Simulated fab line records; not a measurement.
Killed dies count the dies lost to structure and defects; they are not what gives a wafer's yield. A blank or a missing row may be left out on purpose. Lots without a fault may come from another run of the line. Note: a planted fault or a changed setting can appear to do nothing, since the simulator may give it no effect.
Problem report, 8D (eight disciplines) form, completed by code + flow berkeleyCmos170 + the parts of the form that need people (team, actions taken, sign-off) are left out

1. WHAT WENT WRONG
Wafers without a fault read 0.720 a.u., standard deviation 0.0047; oesProductAu at UCB170_M1_STRIP_13 reads a mean of 0.663 a.u. on 6 wafers belonging to 2 lots. That is -12 standard deviations from the usual mean.
The step: strips in O2.
Earliest sighting: wafer L914.3 on plasmaAsher-02 at day 11 10:22. At this step, 39 wafers from 13 lots have a number in the record. Rule for "out" (also "out of limits"): further than 4 standard deviations from the usual mean. Any other wafer with a number is counted as sound.

2. WHAT THIS IS AND IS NOT
| question                    | is                     | is not                                                                          |
|-----------------------------|------------------------|---------------------------------------------------------------------------------|
| which readings at this step | oesProductAu           | chamberPressureMTorr, drypumpMotorCurrentA                                      |
| which lots                  | L914, L915             | L902, L903, L904, L905, L906, L907, L908, L909, L920, L923, L925                |
| which wafers of those lots  | all that have a number | -                                                                               |
| read on which tools         | plasmaAsher-02         | plasmaAsher-01, plasmaAsher-04                                                  |
| when                        | from day 11 10:22      | up to then (24 sound wafers); but 9 sound wafers of L920, L923, L925 came after |

3. SUSPECTS, AND WHAT RULES EACH OUT
Counting: a tool at a process step up to the reading stays a suspect if it ran every lot that is out and no sound lot after the first of them.
- plasmaAsher-02 at UCB170_M1_STRIP_13 (strips in O2): kept. It ran every lot that is out, first L914 (day 11 10:22), and no sound lot after that; its last sound lot up to then is L906 (day 9 04:38). On those wafers its own readings are out: oesProductAu.
Remaining after the count: plasmaAsher-02 at UCB170_M1_STRIP_13.

4. THE CAUSE (what the simulator had put in)
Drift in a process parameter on plasmaAsher-02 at UCB170_M1_STRIP_13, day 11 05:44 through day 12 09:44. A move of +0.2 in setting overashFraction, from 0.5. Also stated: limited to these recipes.
Only this tool survived the counting.

5. THE CHAIN OF EFFECTS, in route order
Each row: a reading where the mean over the struck wafers with a number is more than 3 standard deviations away from the usual. Only readings whose record carries a usual standard deviation are examined. hours: median over the lots of the time between each lot's start at the first step of this table that gives one and its start at this step. sigmas: the change, counted in usual standard deviations.
| hours | step               | reading      | usual      | on struck wafers | change | sigmas |
|-------|--------------------|--------------|------------|------------------|--------|--------|
| 0     | UCB170_M1_STRIP_13 | oesProductAu | 0.720 a.u. | 0.663            | -0.057 | -12    |
Process steps it contains:
- UCB170_M1_STRIP_13: strips in O2.

6. WHAT WOULD HAVE CAUGHT IT SOONER
In this record the first reading out of limits was taken at day 11 10:22, 5 hours after the fault began at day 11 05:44.
